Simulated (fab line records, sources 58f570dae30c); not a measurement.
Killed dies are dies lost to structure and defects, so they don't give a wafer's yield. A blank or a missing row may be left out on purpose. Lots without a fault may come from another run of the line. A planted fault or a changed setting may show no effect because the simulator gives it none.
Split-lot experiment | flow berkeley_cmos170 | 5 lots, 23 wafers read, on a route of 331 steps

THE SPLIT
At UCB170_CONTACT_COAT_10 (resist thk 900 nm), the setting resist_thk_nm was moved away from the recipe's 900 nm on 6 of the 23 wafers read, by +4.0% to +5.9%. The other wafers ran this setting at the recipe's value.

FROM THE SPLIT TO THE READING: what the file shows between them, 5 steps
- UCB170_CONTACT_EXPOSE_12: exposes mask CONT, target cd 700 nm (also split here: dose_mj)
- UCB170_CONTACT_PEB_13
- UCB170_CONTACT_DEVELOP_14: develop time 45 s
- UCB170_CONTACT_CD_MEAS_15: target cd 700 nm
- UCB170_CONTACT_ETCH_17: etches BARC in N2/H2

THE READING
KrF_of_CONTACT_COAT_10.thk_nm (the simulator's own value, which no gauge read), in nm, at UCB170_CONTACT_ETCH_18 (etches PSG in CHF3/CF4/Ar, stops on TiSi2, target depth 840 nm, time 195 s). The file gives no usual value for it. The 17 wafers here that ran the recipe average 691.5 nm, standard deviation 3.8 nm.

wafer  | tool, chamber at the split | resist_thk_nm as run, nm | against the recipe | KrF_of_CONTACT_COAT_10.thk_nm, nm | against lot-mates on the recipe
L075.1 | litho_track-03, 0          | 900                      | recipe             | 684.7                             | -
L075.2 | litho_track-03, 0          | 900                      | recipe             | 684.3                             | -
L075.4 | litho_track-03, 0          | 900                      | recipe             | 692.9                             | -
L075.5 | litho_track-03, 0          | 900                      | recipe             | 694                               | -
L075.6 | litho_track-03, 0          | 900                      | recipe             | 685.7                             | -
L078.1 | litho_track-02, 0          | 935.6                    | +4.0%              | 724.3                             | +30.7
L078.3 | litho_track-02, 0          | 900                      | recipe             | 692.9                             | -
L078.4 | litho_track-02, 0          | 900                      | recipe             | 694.3                             | -
L078.5 | litho_track-02, 0          | 900                      | recipe             | 693.6                             | -
L078.6 | litho_track-02, 0          | 935.6                    | +4.0%              | 723.1                             | +29.5
L080.1 | litho_track-01, 0          | 949.2                    | +5.5%              | 745.9                             | +51.5
L080.2 | litho_track-01, 0          | 900                      | recipe             | 693                               | -
L080.4 | litho_track-01, 0          | 900                      | recipe             | 692.9                             | -
L080.5 | litho_track-01, 0          | 949.2                    | +5.5%              | 738.3                             | +43.9
L080.6 | litho_track-01, 0          | 900                      | recipe             | 697.3                             | -
L083.3 | litho_track-01, 0          | 900                      | recipe             | 693.2                             | -
L083.4 | litho_track-01, 0          | 900                      | recipe             | 690.5                             | -
L083.5 | litho_track-01, 0          | 900                      | recipe             | 689.5                             | -
L084.1 | litho_track-03, 0          | 900                      | recipe             | 686.7                             | -
L084.2 | litho_track-03, 0          | 900                      | recipe             | 695                               | -
L084.3 | litho_track-03, 0          | 953.4                    | +5.9%              | 749.3                             | +56.9
L084.5 | litho_track-03, 0          | 900                      | recipe             | 695.5                             | -
L084.6 | litho_track-03, 0          | 953.4                    | +5.9%              | 746.2                             | +53.8

THE FIT
A straight line over all 23 wafers: KrF_of_CONTACT_COAT_10.thk_nm changes by +9.16 nm for each +1% of resist_thk_nm; r = +0.98; the points scatter about the line by 3.9 nm.
The same after taking each lot's own level away (the mean of its wafers on the recipe; 23 wafers): +8.81 nm for each +1%; r = +0.99; scatter 3.5 nm.
On that fit, the largest move of resist_thk_nm shifts the reading by 52 nm.
The lots' own levels span 688.32 to 694.40 nm, that is 1.6 times the standard deviation above.
So the lot-to-lot level changes the slope little: the two slopes agree.
Check: with one of the wafers moved furthest among these (+5.9%) left out of the fit, the line predicts +50.7 nm for it against its lot-mates. It came out at +56.9 nm against them.

OTHER SPLITS ON THESE WAFERS
These wafers also went through other splits before the reading. Each is held against what the fit with the lots' levels taken away leaves over:
other split on the same wafers     | wafers away from the commonest value | r with KrF_of_CONTACT_COAT_10.thk_nm (lot level and that fit taken away)
UCB170_CONTACT_CVD_01 o2_flow_sccm | 15                                   | -0.14
UCB170_CONTACT_EXPOSE_12 dose_mj   | 8                                    | +0.34

THE WHOLE CHAIN: every reading that the file lists as answering this split, in the file's order
step                   | what it does                                                               | reading                                                                        | change (the file's fit)              | r (the file's)
UCB170_CONTACT_COAT_10 | resist thk 900 nm                                                          | KrF_of_CONTACT_COAT_10.thk_nm (the simulator's own value, which no gauge read) | +9.15 nm for each +1% of the setting | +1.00
UCB170_CONTACT_ETCH_18 | etches PSG in CHF3/CF4/Ar, stops on TiSi2, target depth 840 nm, time 195 s | KrF_of_CONTACT_COAT_10.thk_nm (the simulator's own value, which no gauge read) | +8.77 nm for each +1% of the setting | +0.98

THE FILE'S OWN FIT
KrF_of_CONTACT_COAT_10.thk_nm changes by +8.77 nm for each +1% of resist_thk_nm, r = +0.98.
